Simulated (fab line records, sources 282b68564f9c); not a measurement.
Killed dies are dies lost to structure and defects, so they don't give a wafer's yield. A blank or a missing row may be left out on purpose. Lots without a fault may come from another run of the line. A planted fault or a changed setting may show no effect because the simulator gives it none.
A struck lot beside a sound one | flow rit_cmos | 21 steps out of a route of 202
Sound: wafers L716.1, L716.3, L716.5. Struck: wafers L723.1, L723.2, L723.3. The cause comes at the end.
At each step with rows: each side's tool, then ch and its chambers, then its first start. Under that, the readings that differ: sound wafers | struck wafers | difference of the means | sigmas: that difference in standard deviations of wafers without a fault.
alike: readings whose means differ by less than 2 such deviations, and words and numbers that are the same on both sides. not compared: withheld readings, readings that some wafer has no value for, bounds like >300 that may hide the same value, and numbers for which the record gives no deviation and whose values overlap.
The two part at a step that has a row with sigmas, a row that says differs or no value, or rows on one side only. Numbers that don't overlap but have no deviation are shown without sigmas and don't part them. A reading that every wafer of one side lacks parts them only if that side has two wafers or more.

first, 4 steps without rows for these wafers: RIT_ACTIVE_CLEAN_15 (cleans in SC1, time 600 s); RIT_ACTIVE_CLEAN_16 (cleans in dHF, time 30 s); RIT_ACTIVE_CLEAN_17 (cleans in SC2, time 600 s); RIT_FOX1_OXIDATION_00 (target thk 350.7 nm, ox time 1130 s).
RIT_FOX1_THK_MEAS_01:
  sound on film_metro-03, day 1 23:22; struck on film_metro-03, day 3 12:10
  alike: FOX1_OXIDE_THK
then, 2 steps without rows for these wafers: RIT_FOX1_WET_ETCH_02 (etches SiO2 in BOE, target depth 350 nm, time 390 s); RIT_FOX2_OXIDATION_00 (target thk 350.7 nm, ox time 1130 s).
RIT_FOX2_THK_MEAS_01:
  sound on film_metro-02, day 2 00:58; struck on film_metro-03, day 3 13:39
  alike: FOX2_OXIDE_THK
then, 2 steps without rows for these wafers: RIT_FOX2_CLEAN_02 (cleans in dHF, time 180 s); RIT_FOX2_WET_ETCH_03 (etches Si3N4 in H3PO4, target depth 195 nm, time 2700 s).
RIT_FOX2_THK_MEAS_90:
  sound on film_metro-02, day 2 01:50; struck on film_metro-01, day 3 14:31
  alike: FIELD_OXIDE_LEFT_1_THK
then, 1 step without rows for these wafers: RIT_NWELL_HMDS_00 (prime time 60 s).
RIT_NWELL_COAT_01: resist thk 1300 nm.
  sound on litho_track-02 ch 0, day 2 02:02; struck on litho_track-02 ch 0, day 3 14:44
  reading                                    | sound                | struck               | difference | sigmas
  spin_speed_rpm (rpm)                       | 1999.0 1998.5 2000.7 | 1305.4 1305.4 1305.6 | -693.9     | -99 or more
  model.NOVOLAK_of_NWELL_COAT_01.thk_nm (nm) | 1301 1302 1303       | 1617 1615 1611       | +312       |
then, 4 steps without rows for these wafers: RIT_NWELL_SOFTBAKE_02 (time 60 s); RIT_NWELL_EXPOSE_03 (exposes mask M2, target cd 43900 nm); RIT_NWELL_PEB_04; RIT_NWELL_DEVELOP_05 (develop time 68 s).
RIT_NWELL_OVL_MEAS_06:
  sound on overlay-01, day 2 02:54; struck on overlay-01, day 3 15:28
  alike: NWELL_OVL
RIT_NWELL_HARDBAKE_07: time 120 s.
  sound on litho_track-03 ch 0, day 2 02:56; struck on litho_track-02 ch 0, day 3 15:30
  reading                                    | sound          | struck         | difference | sigmas
  model.NOVOLAK_of_NWELL_COAT_01.thk_nm (nm) | 1137 1139 1139 | 1410 1407 1404 | +269       |
then, 2 steps without rows for these wafers: RIT_NWELL_IMPLANT_08; RIT_M1_PROBE_99.

WHERE THEY PART
Only at RIT_NWELL_COAT_01, within this record. Later steps at which nothing parts them and some readings are alike: RIT_NWELL_OVL_MEAS_06.

WHY: what the simulator had put in
Process parameter drift: litho_track-02, from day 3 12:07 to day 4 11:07, at RIT_NWELL_COAT_01. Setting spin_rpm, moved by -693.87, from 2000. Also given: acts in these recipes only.
